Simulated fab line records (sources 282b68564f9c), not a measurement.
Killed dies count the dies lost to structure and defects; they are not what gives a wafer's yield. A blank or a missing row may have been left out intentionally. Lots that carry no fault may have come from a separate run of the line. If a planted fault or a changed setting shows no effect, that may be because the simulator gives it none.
What tool caused it? / flow ritCmos / 45 wafers from 15 lots sampled at 2 of the route's 202 steps

## WHAT EACH GAUGE READ, for each wafer
No reading from a measuring or inspecting step in the record can be judged against a usual standard deviation.

## WHAT TOOL EACH LOT RAN ON (gives the tool, then ch and the chambers of the sampled wafers, and finally the start)
lot=L801; RIT_FOX1_WET_ETCH_02=wetBench-04 ch 0, day 1 18:41; RIT_M1_PROBE_99=prober-01, day 3 13:32
lot=L802; RIT_FOX1_WET_ETCH_02=wetBench-04 ch 0, day 1 22:04; RIT_M1_PROBE_99=prober-02, day 3 15:55
lot=L803; RIT_FOX1_WET_ETCH_02=wetBench-04 ch 2, day 2 03:53; RIT_M1_PROBE_99=prober-01, day 4 01:28
lot=L808; RIT_FOX1_WET_ETCH_02=wetBench-03 ch 3, day 3 04:52; RIT_M1_PROBE_99=prober-02, day 4 20:34
lot=L810; RIT_FOX1_WET_ETCH_02=wetBench-03 ch 3, day 3 17:11; RIT_M1_PROBE_99=prober-02, day 5 13:23
lot=L813; RIT_FOX1_WET_ETCH_02=wetBench-02 ch 1, day 4 06:48; RIT_M1_PROBE_99=prober-01, day 6 01:49
lot=L814; RIT_FOX1_WET_ETCH_02=wetBench-02 ch 0, day 4 11:32; RIT_M1_PROBE_99=prober-02, day 6 05:43
lot=L815; RIT_FOX1_WET_ETCH_02=wetBench-03 ch 1, day 4 15:44; RIT_M1_PROBE_99=prober-01, day 6 12:13
lot=L816; RIT_FOX1_WET_ETCH_02=wetBench-03 ch 2, day 4 20:41; RIT_M1_PROBE_99=prober-02, day 6 15:25
lot=L817; RIT_FOX1_WET_ETCH_02=wetBench-02 ch 1, day 5 02:02; RIT_M1_PROBE_99=prober-01, day 6 20:44
lot=L818; RIT_FOX1_WET_ETCH_02=wetBench-04 ch 2, day 5 06:49; RIT_M1_PROBE_99=prober-02, day 7 00:05
lot=L821; RIT_FOX1_WET_ETCH_02=wetBench-02 ch 1, day 5 22:52; RIT_M1_PROBE_99=prober-01, day 7 18:22
lot=L822; RIT_FOX1_WET_ETCH_02=wetBench-04 ch 0, day 6 03:51; RIT_M1_PROBE_99=prober-02, day 7 19:52
lot=L823; RIT_FOX1_WET_ETCH_02=wetBench-04 ch 0, day 6 08:58; RIT_M1_PROBE_99=prober-01, day 8 06:17
lot=L824; RIT_FOX1_WET_ETCH_02=wetBench-04 ch 3, day 6 13:34; RIT_M1_PROBE_99=prober-02, day 8 10:37
- RIT_FOX1_WET_ETCH_02: etches SiO2 in BOE, target depth 350 nm, time 390 s.
- RIT_M1_PROBE_99

## AS READ BY THE TOOLS THEMSELVES (means over the sampled wafers that have a number; for cases with no such wafer, the mark the record gives instead)
RIT_FOX1_WET_ETCH_02.
lot=L801; tool=wetBench-04; bathHeatDutyPct (%)=2.1; runLengthS (s)=416
lot=L802; tool=wetBench-04; bathHeatDutyPct (%)=2.0; runLengthS (s)=417
lot=L803; tool=wetBench-04; bathHeatDutyPct (%)=1.5; runLengthS (s)=417
lot=L808; tool=wetBench-03; bathHeatDutyPct (%)=2.0; runLengthS (s)=422
lot=L810; tool=wetBench-03; bathHeatDutyPct (%)=1.9; runLengthS (s)=414
lot=L813; tool=wetBench-02; bathHeatDutyPct (%)=2.0; runLengthS (s)=424
lot=L814; tool=wetBench-02; bathHeatDutyPct (%)=1.4; runLengthS (s)=421
lot=L815; tool=wetBench-03; bathHeatDutyPct (%)=-; runLengthS (s)=-
lot=L816; tool=wetBench-03; bathHeatDutyPct (%)=-; runLengthS (s)=-
lot=L817; tool=wetBench-02; bathHeatDutyPct (%)=-; runLengthS (s)=-
lot=L818; tool=wetBench-04; bathHeatDutyPct (%)=1.8; runLengthS (s)=425
lot=L821; tool=wetBench-02; bathHeatDutyPct (%)=1.8; runLengthS (s)=415
lot=L822; tool=wetBench-04; bathHeatDutyPct (%)=1.9; runLengthS (s)=423
lot=L823; tool=wetBench-04; bathHeatDutyPct (%)=2.2; runLengthS (s)=424
lot=L824; tool=wetBench-04; bathHeatDutyPct (%)=1.3; runLengthS (s)=423

RIT_M1_PROBE_99.
lot=L801 tool=prober-01 killedAtContacts=0.3 killedAtFrontEnd=8 killedDies=9 killedOpen=4.3 killedShort=4.3
lot=L802 tool=prober-02 killedAtContacts=0.0 killedAtFrontEnd=8 killedDies=8 killedOpen=3.7 killedShort=4.3
lot=L803 tool=prober-01 killedAtContacts=0.0 killedAtFrontEnd=9 killedDies=9 killedOpen=5.0 killedShort=4.3
lot=L808 tool=prober-02 killedAtContacts=0.0 killedAtFrontEnd=8 killedDies=8 killedOpen=4.0 killedShort=4.0
lot=L810 tool=prober-02 killedAtContacts=0.3 killedAtFrontEnd=9 killedDies=10 killedOpen=5.3 killedShort=4.3
lot=L813 tool=prober-01 killedAtContacts=0.0 killedAtFrontEnd=9 killedDies=9 killedOpen=5.3 killedShort=3.7
lot=L814 tool=prober-02 killedAtContacts=0.7 killedAtFrontEnd=9 killedDies=10 killedOpen=4.3 killedShort=5.7
lot=L815 tool=prober-01 killedAtContacts=0.0 killedAtFrontEnd=5 killedDies=5 killedOpen=1.3 killedShort=3.3
lot=L816 tool=prober-02 killedAtContacts=0.0 killedAtFrontEnd=7 killedDies=7 killedOpen=4.7 killedShort=2.0
lot=L817 tool=prober-01 killedAtContacts=0.0 killedAtFrontEnd=5 killedDies=5 killedOpen=3.0 killedShort=2.3
lot=L818 tool=prober-02 killedAtContacts=0.0 killedAtFrontEnd=11 killedDies=11 killedOpen=5.7 killedShort=5.3
lot=L821 tool=prober-01 killedAtContacts=0.0 killedAtFrontEnd=4 killedDies=4 killedOpen=2.7 killedShort=1.3
lot=L822 tool=prober-02 killedAtContacts=0.7 killedAtFrontEnd=7 killedDies=8 killedOpen=3.0 killedShort=4.3
lot=L823 tool=prober-01 killedAtContacts=0.0 killedAtFrontEnd=7 killedDies=7 killedOpen=3.7 killedShort=3.3
lot=L824 tool=prober-02 killedAtContacts=0.0 killedAtFrontEnd=10 killedDies=10 killedOpen=4.0 killedShort=5.7

## THE ANSWER, worked out from the rows above alone
Rule: usual is defined by the lots themselves. Put in order of their means at a reading, lots are off if they are a third of the lots or fewer, leave a main group of 4 or more, and stand apart from it by a gap of 3 or more times the standard deviation of the main group's means; of several such gaps the widest counts. The tables above print the reading to a certain number of digits; a main group whose means all agree to those digits is not used. A lot without any number at a reading at which 4 lots or more have one is off too. Where the step has rows for the other lots, those lots are counted as sound. Order of review: gauges by route order, followed by the tools' own readings, for which a lot's mean as printed above is used. At the first step where some lot is off, the reading lying furthest off is the one used; lots without a number count as furthest.
Off: L815, L816, L817, at RIT_FOX1_WET_ETCH_02 (bathHeatDutyPct). Without a number there: L815, L816, L817. The main group: mean 1.8 %, standard deviation 0.27.
If a tool, at that step or one of the process steps before it, ran each lot that is off and ran no sound lot following the first of them, it fits. Not one of the candidates tried fits.

## WHAT THE SIMULATOR HAD PUT IN
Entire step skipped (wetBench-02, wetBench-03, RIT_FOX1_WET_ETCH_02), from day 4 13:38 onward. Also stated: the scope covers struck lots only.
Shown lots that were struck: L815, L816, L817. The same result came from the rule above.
